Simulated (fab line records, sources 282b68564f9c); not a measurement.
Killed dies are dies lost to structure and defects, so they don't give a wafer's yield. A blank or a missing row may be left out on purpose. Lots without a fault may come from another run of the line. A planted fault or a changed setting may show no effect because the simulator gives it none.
Which tool did it? | flow rit_cmos | 14 lots, 42 wafers sampled, at 2 steps of a route of 202

WHAT THE GAUGES READ, wafer by wafer
The record holds no reading of a measuring or inspecting step that can be judged against a usual standard deviation.

WHICH TOOL RAN EACH LOT (tool, then ch and the chambers of the sampled wafers, then the start)
lot  | RIT_ACTIVE_CLEAN_15            | RIT_M1_PROBE_99
L400 | wet_bench-01 ch 1, day 1 15:49 | -
L401 | wet_bench-01 ch 0, day 1 20:22 | -
L405 | wet_bench-03 ch 2, day 2 16:16 | -
L406 | wet_bench-03 ch 0, day 2 21:08 | -
L407 | wet_bench-03 ch 2, day 3 02:59 | -
L408 | wet_bench-01 ch 0, day 3 07:16 | prober-02, day 5 00:38
L409 | wet_bench-03 ch 0, day 3 12:49 | -
L413 | wet_bench-02 ch 0, day 4 08:08 | prober-01, day 6 01:31
L414 | wet_bench-03 ch 1, day 4 13:08 | -
L416 | wet_bench-03 ch 2, day 4 23:16 | -
L418 | wet_bench-01 ch 2, day 5 09:13 | -
L419 | wet_bench-02 ch 2, day 5 14:16 | -
L420 | wet_bench-01 ch 2, day 5 19:08 | -
L422 | wet_bench-01 ch 0, day 6 05:16 | prober-02, day 8 00:59
- RIT_ACTIVE_CLEAN_15: cleans in SC1, time 600 s.
- RIT_M1_PROBE_99

WHAT THE TOOLS THEMSELVES READ (means of the sampled wafers that have a number; where no wafer has one, the mark that the record gives instead)
RIT_ACTIVE_CLEAN_15. Usual: bath_guard_temp_C 75.2 C, standard deviation 0.58; bath_heat_duty_pct 16.3 %, standard deviation 1.3.
lot  | tool         | bath_guard_temp_C (C) | bath_heat_duty_pct (%) | flag
L400 | wet_bench-01 | 74.9                  | 14.4                   |
L401 | wet_bench-01 | 75.3                  | 14.3                   |
L405 | wet_bench-03 | 75.6                  | 16.3                   |
L406 | wet_bench-03 | 75.7                  | 17.4                   |
L407 | wet_bench-03 | 75.5                  | 17.1                   |
L408 | wet_bench-01 | -                     | -                      | OFF
L409 | wet_bench-03 | -                     | -                      | OFF
L413 | wet_bench-02 | 75.1                  | 16.6                   |
L414 | wet_bench-03 | 74.0                  | 17.5                   |
L416 | wet_bench-03 | 75.4                  | 16.6                   |
L418 | wet_bench-01 | 75.3                  | 15.5                   |
L419 | wet_bench-02 | 75.7                  | 16.6                   |
L420 | wet_bench-01 | 75.5                  | 14.1                   |
L422 | wet_bench-01 | 75.4                  | 15.6                   |

RIT_M1_PROBE_99. Usual: killed_at_contacts 0.1, standard deviation 0.24; killed_at_front_end 7, standard deviation 3; killed_dies 7, standard deviation 3; killed_open 3.2, standard deviation 1.8; killed_short 3.5, standard deviation 2.1.
lot  | tool      | killed_at_contacts | killed_at_front_end | killed_dies | killed_open | killed_short | flag
L408 | prober-02 | 0.0                | 6                   | 6           | 4.0         | 2.0          |
L413 | prober-01 | 0.0                | 6                   | 6           | 3.0         | 3.0          |
L422 | prober-02 | 0.0                | 7                   | 7           | 4.0         | 3.0          |

THE ANSWER, worked out from the rows above alone
Rule: a lot is off if the mean of its wafers that have a number lies more than 3 standard deviations from the usual mean. A lot without any number at a reading at which 4 lots or more have one is off too. The other lots that the step has rows for count as sound. The gauges are gone through in route order, then the tools' own readings, and for those a lot's mean is taken as printed above. The first step at which some lot is off is used, and at that step the reading that is off furthest; a lot without a number counts as furthest.
Off: L408, L409, at RIT_ACTIVE_CLEAN_15 (bath_guard_temp_C). Without a number there: L408, L409.
A tool fits if, at that step or a process step before it, it ran every lot that is off, and no sound lot after the first of them. None of those tried fits.

WHAT THE SIMULATOR HAD PUT IN
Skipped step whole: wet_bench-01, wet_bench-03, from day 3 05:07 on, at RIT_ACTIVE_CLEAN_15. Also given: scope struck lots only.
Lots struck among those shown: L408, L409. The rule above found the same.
